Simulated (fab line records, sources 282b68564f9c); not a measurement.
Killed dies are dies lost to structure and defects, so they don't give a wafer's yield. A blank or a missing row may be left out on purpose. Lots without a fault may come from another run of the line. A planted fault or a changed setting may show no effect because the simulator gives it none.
Which tool did it? | flow rit_cmos | 13 lots, 39 wafers sampled, at 4 steps of a route of 202

WHAT THE GAUGES READ, wafer by wafer
RIT_NSD_OVL_MEAS_06. Usual: NSD_OVL -0.5 nm, standard deviation 1.5.
lot  | measured    | on         | NSD_OVL (nm)   | flag
L371 | day 3 10:47 | overlay-02 | 1.2 -2.3 -1.8  |
L372 | day 3 14:17 | overlay-02 | -3.1 -2.7 -2.9 |
L373 | day 3 17:31 | overlay-01 | 3.4 2.1 -1.2   |
L375 | day 4 12:24 | overlay-01 | - - -          | OFF
L376 | day 4 12:41 | overlay-02 | -1.2 -2.4 -2.6 |
L380 | day 5 08:14 | overlay-02 | -0.3 0.5 -3.6  |
L385 | day 6 06:35 | overlay-02 | 2.0 1.8 2.5    |
L386 | day 6 12:25 | overlay-01 | -1.2 1.5 0.0   |
L387 | day 6 18:39 | overlay-02 | 0.9 1.0 0.5    |
L388 | day 6 23:25 | overlay-02 | -0.7 -0.9 -0.9 |
L390 | day 7 10:55 | overlay-02 | -0.3 1.4 0.4   |
L391 | day 7 20:17 | overlay-01 | -0.5 -2.2 -2.2 |
L393 | day 8 03:17 | overlay-02 | -2.8 -1.2 -0.5 |

RIT_NSD_TW_MEAS_10. Usual: NSD_TW 3109, standard deviation 31.
lot  | measured    | on            | NSD_TW         | flag
L371 | day 3 11:18 | film_metro-01 | 3144 3136 3135 |
L372 | day 3 14:48 | film_metro-02 | 3093 3085 3090 |
L373 | day 3 18:02 | film_metro-02 | 3101 3084 3083 |
L375 | day 4 12:56 | film_metro-01 | 30 30 30       | OFF
L376 | day 4 13:13 | film_metro-03 | 3086 3082 3074 |
L380 | day 5 08:44 | film_metro-02 | 3083 3095 3101 |
L385 | day 6 07:05 | film_metro-02 | 3080 3091 3074 |
L386 | day 6 12:56 | film_metro-03 | 3113 3108 3103 |
L387 | day 6 19:10 | film_metro-02 | 3072 3082 3085 |
L388 | day 6 23:56 | film_metro-03 | 3106 3116 3124 |
L390 | day 7 11:25 | film_metro-01 | 3148 3148 3146 |
L391 | day 7 20:49 | film_metro-02 | 3115 3102 3113 |
L393 | day 8 03:47 | film_metro-03 | 3100 3090 3099 |

RIT_PSD_TW_MEAS_10. Usual: PSD_TW 3413, standard deviation 33.
lot  | measured    | on            | PSD_TW         | flag
L371 | day 3 12:51 | film_metro-01 | 3444 3446 3441 |
L372 | day 3 16:21 | film_metro-03 | 3384 3386 3396 |
L373 | day 3 19:35 | film_metro-03 | 3387 3384 3397 |
L375 | day 4 14:47 | film_metro-01 | 3672 3650 3675 | OFF
L376 | day 4 14:49 | film_metro-03 | 3369 3369 3376 |
L380 | day 5 10:22 | film_metro-03 | 3361 3354 3390 |
L385 | day 6 08:38 | film_metro-01 | 3467 3484 3455 |
L386 | day 6 14:22 | film_metro-03 | 3407 3418 3410 |
L387 | day 6 20:39 | film_metro-03 | 3404 3421 3417 |
L388 | day 7 01:28 | film_metro-03 | 3392 3404 3402 |
L390 | day 7 12:50 | film_metro-03 | 3405 3381 3396 |
L391 | day 7 22:14 | film_metro-01 | 3474 3470 3468 |
L393 | day 8 05:47 | film_metro-02 | 3427 3432 3444 |

WHICH TOOL RAN EACH LOT (tool, then ch and the chambers of the sampled wafers, then the start)
lot  | RIT_NSD_EXPOSE_03
L371 | iline_stepper-02 ch 0, day 3 10:20
L372 | iline_stepper-02 ch 0, day 3 13:53
L373 | iline_stepper-01 ch 0, day 3 17:07
L375 | iline_stepper-01 ch 0, day 4 12:00
L376 | iline_stepper-02 ch 0, day 4 12:16
L380 | iline_stepper-01 ch 0, day 5 07:50
L385 | iline_stepper-01 ch 0, day 6 06:11
L386 | iline_stepper-01 ch 0, day 6 12:02
L387 | iline_stepper-01 ch 0, day 6 18:17
L388 | iline_stepper-02 ch 0, day 6 23:01
L390 | iline_stepper-01 ch 0, day 7 10:31
L391 | iline_stepper-01 ch 0, day 7 19:53
L393 | iline_stepper-02 ch 0, day 8 02:53
- RIT_NSD_EXPOSE_03: exposes mask M9, target cd 40700 nm.

WHAT THE TOOLS THEMSELVES READ (means of the sampled wafers that have a number; where no wafer has one, the mark that the record gives instead)
The record holds no such reading with a usual standard deviation.

THE ANSWER, worked out from the rows above alone
Rule: a lot is off if the mean of its wafers that have a number lies more than 3 standard deviations from the usual mean. A lot without any number at a reading at which 4 lots or more have one is off too. The other lots that the step has rows for count as sound. The gauges are gone through in route order, then the tools' own readings, and for those a lot's mean is taken as printed above. The first step at which some lot is off is used, and at that step the reading that is off furthest; a lot without a number counts as furthest.
Off: L375, at RIT_NSD_OVL_MEAS_06 (NSD_OVL). Without a number there: L375.
A tool fits if, at a process step before that reading, it ran every lot that is off, and no sound lot after the first of them. The gauges at RIT_NSD_OVL_MEAS_06 aren't tried: what is off there is off at RIT_NSD_TW_MEAS_10 too, on other tools, and a gauge's error can't cause that. None of those tried fits.

WHAT THE SIMULATOR HAD PUT IN
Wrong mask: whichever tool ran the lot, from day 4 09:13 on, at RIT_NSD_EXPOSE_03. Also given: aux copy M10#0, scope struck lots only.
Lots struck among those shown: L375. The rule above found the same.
